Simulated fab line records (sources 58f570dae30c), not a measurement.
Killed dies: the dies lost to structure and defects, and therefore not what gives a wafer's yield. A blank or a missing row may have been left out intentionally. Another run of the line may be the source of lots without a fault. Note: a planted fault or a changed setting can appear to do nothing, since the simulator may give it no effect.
Comparing a struck lot with a sound one ; flow berkeley-cmos170 ; 23 steps out of a route of 331
Sound: wafers L899.3, L899.4, L899.5. Wafers struck: L909.1, L909.3, L909.5. The cause is given at the end.
Order at every step that has rows: each side's tool, ch and its chambers, its first start. Under that, the readings that differ: sound wafers ; struck wafers ; difference of the means ; sigmas: that difference in standard deviations of wafers without a fault.
alike: words and numbers the same on both sides, and readings whose means are apart by under 2 such deviations; not compared: readings that were withheld, readings missing a value for some wafer, numbers with overlapping values and no deviation given by the record, and bounds like >300 which may hide the same value.
The two part at a step that has a row with sigmas, a row that says differs or no value, or rows on one side only. Numbers that have no deviation but don't overlap get no sigmas and don't part them. A reading missing from all wafers of one side parts the sides only when that side holds two or more wafers.

UCB170_NWELL_ETCH_13: etches Si3N4 in CH3F/Ar/O2, stops on SiO2, target depth 246.4 nm, time 154 s.
  sound on rie-diel-02 ch 0,1,2, day 3 06:23; struck on rie-diel-04 ch 1,2,3, day 5 06:00
  alike: drypump-motor-current-A, oes-product-au, throttle-valve-pct
  not compared: rf-hours-counter-h
next, for these wafers, 1 step has no rows: UCB170_NWELL_IMPLANT_14.
UCB170_NWELL_STRIP_15: strips in O2.
  sound on plasma-asher-03 ch 0,1, day 3 06:40; struck on plasma-asher-02 ch 0,1, day 5 06:15
  alike: drypump-motor-current-A, oes-product-au, strip-time-to-endpoint-s
  not compared: rf-hours-counter-h
UCB170_NWELL_TW_MEAS_16:
  sound on film-metro-02 at day 3 06:46; struck on film-metro-04 at day 5 06:21
reading;sound;struck;difference;sigmas
NWELL_TW;1238 1245 1235;1267 1262 1265;+25;+2
then, 6 steps without rows for these wafers: UCB170_NWELL_CLEAN_17 (cleans in SPM, time 600 s); UCB170_NWELL_WET_ETCH_18 (etches Si3N4 in H3PO4, time 14400 s); UCB170_NWELL_WET_ETCH_19 (etches SiO2 in BOE, time 22 s); UCB170_PWELL_CLEAN_00 (cleans in SPM, time 600 s); UCB170_PWELL_CLEAN_01 (cleans in dHF, time 60 s); UCB170_PWELL_OXIDATION_02 (target thk 26.4 nm, ox time 1260 s).
UCB170_PWELL_THK_MEAS_03:
  sound on film-metro-01 at day 3 22:40; struck on film-metro-01 at day 5 20:18
  alike: PWELL_OXIDE_THK
then, 1 step without rows for these wafers: UCB170_PWELL_ANNEAL_04 (time 900 s).
UCB170_PWELL_CVD_05: deposits Si3N4 from SiH2Cl2/NH3, target thk 220 nm, time 3300 s.
  sound on lpcvd-02 ch 1, day 4 07:40; struck on lpcvd-01 ch 0, day 6 01:38
reading;sound;struck;difference;sigmas
pressure-mtorr (mTorr);199.7 199.7 199.4;159.0 159.2 159.6;-40.3;-99 or more
model.Si3N4_of_PWELL_CVD_05.thk-nm (nm);221.1 219.8 221.4;210.8 207.8 209.6;-11.4;
  alike: spike-tc-load-C, zone-power-centre-pct
UCB170_PWELL_THK_MEAS_06:
  sound on film-metro-04 at day 4 09:36; struck on film-metro-01 at day 6 03:46
reading;sound;struck;difference;sigmas
PWELL_NITRIDE_THK (nm);221.0 219.8 221.1;211.0 208.0 209.5;-11.1;-5
  not compared: hold
then, 5 steps without rows for these wafers: UCB170_PWELL_COAT_08 (resist thk 900 nm); UCB170_PWELL_SOFTBAKE_09 (time 60 s); UCB170_PWELL_EXPOSE_10 (exposes mask PWELL, target cd 3000 nm); UCB170_PWELL_PEB_11; UCB170_PWELL_DEVELOP_12 (develop time 45 s).
UCB170_PWELL_OVL_MEAS_13:
  sound on overlay-02 at day 4 12:49; struck on overlay-01 at day 6 06:31
  alike: PWELL_OVL
UCB170_PWELL_ETCH_14: etches Si3N4 in CH3F/Ar/O2, stops on SiO2, target depth 242 nm, time 151 s.
  sound on rie-diel-01 ch 1,2,3, day 4 12:50; struck on rie-diel-04 ch 0,1,2, day 6 06:34
reading;sound;struck;difference;sigmas
oes-product-au (a.u.);0.940 0.948 0.938;0.936 0.896 0.916;-0.026;-2
model.etch.depth-nm (nm);221.1 219.8 221.4;210.8 207.8 209.6;-11.4;
  alike: drypump-motor-current-A, throttle-valve-pct
  not compared: rf-hours-counter-h
then, 2 steps without rows for these wafers: UCB170_PWELL_IMPLANT_15; UCB170_M3_PROBE_99.

== WHERE THEY PART ==
Last at UCB170_PWELL_ETCH_14 as far as this record goes, first at UCB170_NWELL_TW_MEAS_16.

WHY: what had been put in by the simulator
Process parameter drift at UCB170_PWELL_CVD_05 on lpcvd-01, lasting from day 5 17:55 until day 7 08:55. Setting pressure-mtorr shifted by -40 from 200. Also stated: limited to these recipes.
